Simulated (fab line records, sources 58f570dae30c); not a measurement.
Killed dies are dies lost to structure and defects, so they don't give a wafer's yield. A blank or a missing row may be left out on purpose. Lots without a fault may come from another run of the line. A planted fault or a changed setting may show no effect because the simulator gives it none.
Chamber matching | flow berkeley_cmos170 | UCB170_M1_ETCH_11 on rie_diel-02: 4 sister chambers
The step etches BARC in N2/H2. 4 wafers are shown with their chamber, then 8 later ones without.

WAFERS WITH THEIR CHAMBER
wafer  | chamber | throttle_valve_pct (%)
L637.5 | 2       | 13.43
L647.4 | 3       | 13.05
L645.1 | 1       | 13.47
L650.2 | 0       | 13.33

WAFERS WITHOUT THEIR CHAMBER
wafer  | throttle_valve_pct (%)
L650.4 | 13.48
L650.6 | 13.32
L655.2 | 13.07
L655.4 | 13.33
L655.6 | 13.48
L658.2 | 13.33
L658.4 | 13.30
L658.6 | 13.47

WHICH CHAMBER EACH WENT THROUGH
wafer  | from the rows above | in truth
L650.4 | 1                   | 1
L650.6 | 0                   | 0
L655.2 | 3                   | 3
L655.4 | 0                   | 0
L655.6 | 1                   | 1
L658.2 | 0                   | 0
L658.4 | 0                   | 0
L658.6 | 1                   | 1
Placed correctly: 8 of 8. Can't be placed from these rows: 0. Placed wrongly: 0.
How it was worked out, from the rows above alone: a wafer's distance from a chamber is the root of the sum, over the readings, of the square of ((its reading less the chamber's mean) divided by the reading's scatter). The wafer belongs to the nearest chamber; if the next one is less than 2 further off, it can't be placed. A chamber's mean is the mean of its shown wafers. The scatter: with one shown wafer a chamber, the root of the mean of the squares of how far each hidden wafer lies from its nearest shown one.
